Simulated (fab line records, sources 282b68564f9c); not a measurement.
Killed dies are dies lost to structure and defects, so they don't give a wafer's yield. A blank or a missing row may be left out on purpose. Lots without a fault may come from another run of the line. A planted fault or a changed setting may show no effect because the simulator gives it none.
Which tool did it? | flow rit_cmos | 15 lots, 45 wafers sampled, at 4 steps of a route of 202

WHAT THE GAUGES READ, wafer by wafer
RIT_ACTIVE_CD_MEAS_90: target cd 1400 nm. Usual: cd_nm 1399.8 nm, standard deviation 2.5.
lot  | measured    | on        | cd_nm (nm)           | flag
L862 | day 1 16:44 | cd_sem-01 | 1405.2 1401.9 1403.2 |
L863 | day 1 20:01 | cd_sem-01 | 1400.7 1401.5 1402.8 |
L864 | day 2 01:15 | cd_sem-01 | 1401.1 1402.6 1402.4 |
L865 | day 2 06:21 | cd_sem-01 | 1397.1 1395.6 1397.4 |
L866 | day 2 11:56 | cd_sem-01 | 1395.5 1395.8 1394.2 |
L867 | day 2 16:56 | cd_sem-01 | 1401.5 1403.0 1402.8 |
L868 | day 2 22:38 | cd_sem-02 | 1396.5 1393.0 1397.2 |
L869 | day 3 03:52 | cd_sem-01 | 1403.0 1400.2 1402.0 |
L876 | day 4 13:45 | cd_sem-01 | 1401.8 1398.0 1398.4 |
L877 | day 4 19:26 | cd_sem-02 | 1402.4 1400.2 1397.9 |
L880 | day 5 12:04 | cd_sem-01 | 1394.3 1395.9 1396.0 |
L881 | day 5 14:59 | cd_sem-01 | 1402.1 1402.8 1400.4 |
L882 | day 5 19:51 | cd_sem-01 | 1401.0 1400.2 1399.8 |
L884 | day 6 07:07 | cd_sem-01 | 1401.0 1399.3 1400.3 |
L885 | day 6 10:47 | cd_sem-02 | 1396.7 1396.7 1398.2 |

RIT_PWELL_TW_MEAS_10. Usual: PWELL_TW 951, standard deviation 13.
lot  | measured    | on            | PWELL_TW    | flag
L862 | day 2 00:43 | film_metro-02 | 964 960 961 |
L863 | day 2 04:27 | film_metro-02 | 962 953 958 |
L864 | day 2 11:24 | film_metro-04 | 935 944 935 |
L865 | day 2 15:20 | film_metro-04 | 933 932 937 |
L866 | day 2 19:58 | film_metro-04 | 936 942 934 |
L867 | day 3 00:52 | film_metro-02 | 966 965 956 |
L868 | day 3 06:04 | film_metro-02 | 964 961 958 |
L869 | day 3 11:23 | film_metro-03 | 960 958 963 |
L876 | day 5 00:14 | film_metro-04 | 932 931 934 |
L877 | day 5 03:02 | film_metro-03 | 960 961 965 |
L880 | day 5 21:01 | film_metro-02 | 961 961 962 |
L881 | day 5 23:11 | film_metro-04 | 929 935 928 |
L882 | day 6 03:17 | film_metro-03 | 964 962 963 |
L884 | day 6 14:41 | film_metro-02 | 963 961 963 |
L885 | day 6 18:27 | film_metro-04 | 943 939 941 |

RIT_GATE_THK_MEAS_07. Usual: GATE_OXIDE_THK 2.99 nm, standard deviation 0.054.
lot  | measured    | on            | GATE_OXIDE_THK (nm) | flag
L862 | day 2 14:05 | film_metro-02 | 3.00 2.93 3.01      |
L863 | day 2 15:17 | film_metro-03 | 2.95 3.01 3.06      |
L864 | day 3 00:41 | film_metro-02 | 4.96 4.87 5.03      | OFF
L865 | day 3 04:19 | film_metro-01 | 5.09 5.00 5.14      | OFF
L866 | day 3 07:25 | film_metro-03 | 2.97 3.01 3.00      |
L867 | day 3 12:16 | film_metro-02 | 3.00 3.07 3.04      |
L868 | day 3 21:13 | film_metro-03 | 4.96 4.98 4.96      | OFF
L869 | day 4 01:41 | film_metro-03 | 3.04 3.04 3.00      |
L876 | day 5 11:37 | film_metro-03 | 3.00 3.02 3.01      |
L877 | day 5 13:35 | film_metro-02 | 3.03 3.06 3.04      |
L880 | day 6 07:37 | film_metro-02 | 3.01 3.05 3.03      |
L881 | day 6 09:51 | film_metro-03 | 2.93 2.95 3.02      |
L882 | day 6 17:37 | film_metro-02 | 2.98 2.97 3.02      |
L884 | day 7 02:52 | film_metro-01 | 2.97 2.96 2.98      |
L885 | day 7 06:13 | film_metro-02 | 2.96 2.96 2.93      |

WHICH TOOL RAN EACH LOT (tool, then ch and the chambers of the sampled wafers, then the start)
lot  | RIT_GATE_OXIDATION_05
L862 | furnace-01 ch 0, day 2 11:27
L863 | furnace-04 ch 0, day 2 13:58
L864 | furnace-04 ch 0, day 2 21:42
L865 | furnace-03 ch 0, day 3 00:35
L866 | furnace-04 ch 0, day 3 05:31
L867 | furnace-01 ch 0, day 3 10:51
L868 | furnace-04 ch 0, day 3 15:46
L869 | furnace-01 ch 0, day 3 22:05
L876 | furnace-01 ch 0, day 5 10:18
L877 | furnace-04 ch 0, day 5 12:15
L880 | furnace-03 ch 0, day 6 06:17
L881 | furnace-04 ch 0, day 6 08:31
L882 | furnace-03 ch 0, day 6 14:22
L884 | furnace-04 ch 0, day 7 00:13
L885 | furnace-04 ch 0, day 7 04:16
- RIT_GATE_OXIDATION_05: target thk 3 nm, ox time 270 s.

WHAT THE TOOLS THEMSELVES READ (means of the sampled wafers that have a number; where no wafer has one, the mark that the record gives instead)
The record holds no such reading with a usual standard deviation.

THE ANSWER, worked out from the rows above alone
Rule: a lot is off if the mean of its wafers that have a number lies more than 3 standard deviations from the usual mean. A lot without any number at a reading at which 4 lots or more have one is off too. The other lots that the step has rows for count as sound. The gauges are gone through in route order, then the tools' own readings, and for those a lot's mean is taken as printed above. The first step at which some lot is off is used, and at that step the reading that is off furthest; a lot without a number counts as furthest.
Off: L864, L865, L868, at RIT_GATE_THK_MEAS_07 (GATE_OXIDE_THK).
A tool fits if, at a process step before that reading, it ran every lot that is off, and no sound lot after the first of them. The gauges at RIT_GATE_THK_MEAS_07 are tried like those tools. None of those tried fits.

WHAT THE SIMULATOR HAD PUT IN
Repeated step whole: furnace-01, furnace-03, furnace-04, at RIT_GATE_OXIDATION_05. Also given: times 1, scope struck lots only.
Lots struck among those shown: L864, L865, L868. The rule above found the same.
